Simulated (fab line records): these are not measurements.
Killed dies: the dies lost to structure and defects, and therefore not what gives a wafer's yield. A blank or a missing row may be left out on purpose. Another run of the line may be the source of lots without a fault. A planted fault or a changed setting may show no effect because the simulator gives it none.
Lot-split experiment	flow berkeley-cmos170	5 lots, 23 wafers read, on a route of 331 steps

## ABOUT THE SPLIT
At UCB170_V1_PEB_10, the setting peb-temp-c was moved away from the recipe's 130 C on 6 of the 23 wafers read, by -2.6% to +2.0%. All remaining wafers had this setting at the recipe value.

## FROM THE SPLIT TO THE READING: what the file shows between them, 4 steps
- UCB170_V1_DEVELOP_11: develop time 45 s
- UCB170_V1_CD_MEAS_12: target cd 700 nm
- UCB170_V1_ETCH_14: etches SiO2 in CHF3/CF4/Ar, stops on Al, target depth 1250 nm, time 291 s (also split here: rf-w)
- UCB170_V1_STRIP_15: strips in O2

## THE READING
cd-nm (nm) at UCB170_V1_CD_MEAS_90, where the cd target is 700 nm. A value of 699.8 nm with a standard deviation of 2.2 nm is what fault-free wafers of this fab line usually give.

wafer	tool, chamber at the split	peb-temp-c as run, C	against the recipe	cd-nm, nm	against lot-mates on the recipe
L077.1	litho-track-03, 0	132.6	+2.0%	714.9	+15.8
L077.2	litho-track-03, 0	130	recipe	700.7	-
L077.4	litho-track-03, 0	130	recipe	699.2	-
L077.5	litho-track-03, 0	130	recipe	697.3	-
L077.6	litho-track-03, 0	132.6	+2.0%	716.4	+17.3
L081.1	litho-track-03, 0	130	recipe	704.1	-
L081.2	litho-track-03, 0	130	recipe	701.8	-
L081.6	litho-track-03, 0	130	recipe	702.9	-
L082.1	litho-track-03, 0	132.5	+1.9%	715.3	+14.9
L082.2	litho-track-03, 0	130	recipe	699.1	-
L082.4	litho-track-03, 0	132.5	+1.9%	716.8	+16.4
L082.5	litho-track-03, 0	130	recipe	701.7	-
L082.6	litho-track-03, 0	130	recipe	700.3	-
L085.1	litho-track-02, 0	130	recipe	697.2	-
L085.2	litho-track-02, 0	130	recipe	695.2	-
L085.4	litho-track-02, 0	130	recipe	697.6	-
L085.5	litho-track-02, 0	126.6	-2.6%	670.1	-26.6
L085.6	litho-track-02, 0	126.6	-2.6%	670.6	-26.1
L084.1	litho-track-02, 0	130	recipe	695.8	-
L084.3	litho-track-02, 0	130	recipe	698.8	-
L084.4	litho-track-02, 0	130	recipe	696.5	-
L084.5	litho-track-02, 0	130	recipe	696.1	-
L084.6	litho-track-02, 0	130	recipe	696.4	-

THE FIT
A straight line over all 23 wafers: cd-nm changes by +9.77 nm for each +1% of peb-temp-c; r = +0.97; the points scatter about the line by 2.6 nm.
The same after taking each lot's own level away (the mean of its wafers on the recipe; 23 wafers): +9.14 nm for each +1%; r = +0.99; scatter 1.4 nm.
That fit puts the effect of the largest move of peb-temp-c on the reading at 24 nm.
From 696.67 to 702.93 nm: that is the span of the lots' own levels, equal to 2.8 times the standard deviation above.
Consequently the slope shifts little with the lot-to-lot level, the two slopes agreeing.
Check: with one of the wafers moved furthest among these (-2.6%) left out of the fit, the line predicts -23.5 nm for it against its lot-mates. Against them it came out at -26.6 nm.

## ADDITIONAL SPLITS CARRIED BY THESE WAFERS
Other splits were also applied to these wafers ahead of the reading. Each is held against what the fit with the lots' levels taken away leaves over:
other split on the same wafers	wafers away from the commonest value	r with cd-nm (lot level and that fit taken away)
UCB170_CONTACT_CVD_01 o2-flow-sccm	15	-0.12
UCB170_CONTACT_ETCH_18 time-s	7	-0.34
UCB170_M1_COAT_04 spin-rpm	10	-0.02
UCB170_V1_CVD_00 time-s	10	+0.38
UCB170_V1_ETCH_14 rf-w	6	-0.03

## THE WHOLE CHAIN: every reading that the file lists as answering this split, in the file's order
step	what it does	reading	change (the file's fit)	r (the file's)
UCB170_V1_CD_MEAS_12	target cd 700 nm	cd-nm	+8.94 nm for each +1% of the setting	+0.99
UCB170_V1_ETCH_14	etches SiO2 in CHF3/CF4/Ar, stops on Al, target depth 1250 nm, time 291 s	V1.cd-nm (the simulator's own value, which no gauge read)	+9.06 nm for each +1% of the setting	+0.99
UCB170_V1_CD_MEAS_90	target cd 700 nm	cd-nm	+9.1 nm for each +1% of the setting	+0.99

## FILE'S OWN FIT
cd-nm changes by +9.1 nm for each +1% of peb-temp-c, r = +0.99.
